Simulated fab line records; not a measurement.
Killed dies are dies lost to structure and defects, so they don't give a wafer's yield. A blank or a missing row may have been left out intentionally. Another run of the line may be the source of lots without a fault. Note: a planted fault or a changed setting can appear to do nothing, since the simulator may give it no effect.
Comparing a struck lot with a sound one    flow berkeley cmos170    14 steps out of a route of 331
Sound: these wafers, L561.1, L561.3, L561.5. Struck: wafers L572.1, L572.2, L572.4. The cause is named last.
Each step with rows lists, per side, the tool, then ch with its chambers, then its first start. Under that, the readings that differ: sound wafers    struck wafers    difference of the means    sigmas: that difference in standard deviations of wafers without a fault.
alike: words and numbers the same on both sides, and readings whose means are apart by under 2 such deviations; not compared: readings that were withheld, readings missing a value for some wafer, numbers with overlapping values and no deviation given by the record, and bounds like >300 which may hide the same value.
The two part at a step that has a row with sigmas, a row that says differs or no value, or rows on one side only. When numbers do not overlap yet have no deviation, they are printed without sigmas and do not part them. Lack of a reading on every wafer of one side parts them only where that side has two or more wafers.

first, 1 step without rows for these wafers: UCB170_START_OXIDATION_02 (target thk 20 nm, ox time 1800 s).
UCB170_START_THK_MEAS_03:
  struck on film metro-01, day 4 01:53; sound on film metro-01, day 1 19:08
  alike: START_OXIDE_THK
then, 7 steps without rows for these wafers: UCB170_START_ANNEAL_04 (time 1200 s); UCB170_ZERO_HMDS_00 (prime time 60 s); UCB170_ZERO_COAT_01 (resist thk 900 nm); UCB170_ZERO_SOFTBAKE_02 (time 60 s); UCB170_ZERO_EXPOSE_03 (exposes mask PM MARKS, target cd 4000 nm); UCB170_ZERO_PEB_04; UCB170_ZERO_DEVELOP_05 (develop time 45 s).
UCB170_ZERO_ETCH_06: etches SiO2 in CHF3/CF4/Ar, time 12 s.
  sound on rie diel-02 ch 1,3, day 1 22:48; struck on rie diel-02 ch 0,1,2, day 4 05:34
  alike: cf4 flow sccm, drypump motor current A, oes product au, rf fwd power W, throttle valve pct
  not compared: rf hours counter h
UCB170_ZERO_STRIP_07: strips in O2.
  sound on plasma asher-04 ch 0,1, day 1 22:49; struck on plasma asher-03 ch 0,1, day 4 05:35
  alike: drypump motor current A, oes product au, strip time to endpoint s
  not compared: rf hours counter h
then, 1 step without rows for these wafers: UCB170_NWELL_WET_ETCH_00 (etches SiO2 in dHF, time 200 s).
UCB170_NWELL_OXIDATION_01: target thk 26.4 nm, ox time 1260 s.
  sound on furnace-01 ch 0, day 2 00:26; struck on furnace-04, day 4 08:28
  no value came back on the struck wafers for ox temp c (C), ox temp c max, ox time s (s), tube_center_temp_C_max; on the sound wafers ox temp c (C) reads 1000.5 999.9 999.5
then, 1 step without rows for these wafers: UCB170_NWELL_ANNEAL_03 (time 900 s).

WHERE THEY PART
Only at UCB170_NWELL_OXIDATION_01, as far as this record shows.

WHY: whatever the simulator had introduced
Step skipped in full: furnace-04, at UCB170_NWELL_OXIDATION_01, from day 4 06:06 onward. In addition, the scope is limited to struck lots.
